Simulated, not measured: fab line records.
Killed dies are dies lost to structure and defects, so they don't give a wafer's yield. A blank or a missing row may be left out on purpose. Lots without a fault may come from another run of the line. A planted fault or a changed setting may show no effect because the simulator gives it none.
Which tool is to blame?    flow berkeley cmos170    13 lots with 39 wafers sampled at 3 steps, on a route of 331 steps

WHAT THE GAUGES SHOWED, per wafer
UCB170_SILICIDE_RS_MEAS_02: a four-point-probe measurement.
lot   measured      on             SILICIDE_TI_RS (ohm/sq)
L544  day 7 07:46   film metro-03  25.8 25.8 25.7
L547  day 7 08:00   film metro-03  26.6 26.7 26.5
L545  day 7 08:14   film metro-03  26.4 26.0 26.2
L543  day 7 08:25   film metro-04  25.5 25.4 25.6
L546  day 7 08:25   film metro-03  25.9 26.1 26.0
L549  day 8 07:37   film metro-03  26.5 25.9 26.2
L551  day 8 08:10   film metro-04  26.2 26.7 26.4
L548  day 8 08:50   film metro-03  26.2 25.9 25.9
L552  day 9 04:29   film metro-03  26.0 26.3 26.3
L553  day 9 04:51   film metro-03  25.6 25.4 25.8
L555  day 9 22:29   film metro-04  25.8 25.7 25.7
L560  day 10 10:31  film metro-04  25.8 26.1 25.8
L559  day 10 10:59  film metro-03  26.3 29.0 26.4

UCB170_SILICIDE_THK_MEAS_03: measures by xrf.
lot   measured      on             SILICIDE_TI_THK (nm)
L544  day 7 07:53   film metro-03  30.0 30.0 30.1
L547  day 7 08:07   film metro-03  29.4 29.3 29.4
L545  day 7 08:20   film metro-03  29.5 29.8 29.7
L543  day 7 08:31   film metro-04  30.4 30.4 30.3
L546  day 7 08:31   film metro-03  29.9 29.7 29.8
L549  day 8 07:42   film metro-03  29.3 29.9 29.7
L551  day 8 08:16   film metro-04  29.6 29.2 29.4
L548  day 8 08:56   film metro-03  29.7 30.0 29.9
L552  day 9 04:36   film metro-03  30.0 29.8 29.7
L553  day 9 04:58   film metro-03  30.3 30.5 30.0
L555  day 9 22:34   film metro-04  30.0 30.3 29.9
L560  day 10 10:37  film metro-04  30.0 29.7 29.9
L559  day 10 11:06  film metro-03  29.8 27.4 29.8

EACH LOT AND THE TOOL THAT RAN IT (in order: tool; ch and the chambers of the sampled wafers; start)
lot   UCB170_SILICIDE_SPUTTER_01
L544  pvd sputter-03, day 7 07:44
L547  pvd sputter-04, day 7 07:52
L545  pvd sputter-01, day 7 08:11
L543  pvd sputter-03, day 7 08:21
L546  pvd sputter-04, day 7 08:22
L549  pvd sputter-03, day 8 07:31
L551  pvd sputter-04, day 8 08:07
L548  pvd sputter-03, day 8 08:47
L552  pvd sputter-04, day 9 04:23
L553  pvd sputter-01, day 9 04:47
L555  pvd sputter-04, day 9 22:23
L560  pvd sputter-04, day 10 10:26
L559  pvd sputter-03, day 10 10:57
- UCB170_SILICIDE_SPUTTER_01: material Ti, target thk 30 nm, time 25 s.

WHAT THE TOOLS THEMSELVES READ (means of the sampled wafers that have a number; where no wafer has one, the mark that the record gives instead)
UCB170_SILICIDE_SPUTTER_01.
lot   tool            throttle valve pct (%)
L544  pvd sputter-03  29.0
L547  pvd sputter-04  29.8
L545  pvd sputter-01  30.4
L543  pvd sputter-03  29.5
L546  pvd sputter-04  30.7
L549  pvd sputter-03  29.1
L551  pvd sputter-04  30.1
L548  pvd sputter-03  29.1
L552  pvd sputter-04  30.1
L553  pvd sputter-01  30.1
L555  pvd sputter-04  29.9
L560  pvd sputter-04  30.7
L559  pvd sputter-03  29.0

THE ANSWER, worked out from the rows above alone
Rule: the usual values come from the lots themselves. The widest of any qualifying gaps counts: lots, ordered by their means at a reading, are off when they make up no more than a third of the lots, leave a main group of 4 or more, and stand apart from it by 3 or more times the standard deviation of that group's means. If all means in a main group match to the digits the tables above print for the reading, that group is not used. Also off: a lot with no number at a reading for which 4 or more lots have one. Where the step has rows for the other lots, those lots are counted as sound. After the gauges, taken in route order, come the tools' own readings; for these a lot's mean is taken, as printed above. At the first step where some lot is off, the reading lying furthest off is the one used; lots without a number count as furthest.
Nothing can be told from this: no lot is off at any reading shown.

WHAT THE SIMULATOR HAD PUT IN
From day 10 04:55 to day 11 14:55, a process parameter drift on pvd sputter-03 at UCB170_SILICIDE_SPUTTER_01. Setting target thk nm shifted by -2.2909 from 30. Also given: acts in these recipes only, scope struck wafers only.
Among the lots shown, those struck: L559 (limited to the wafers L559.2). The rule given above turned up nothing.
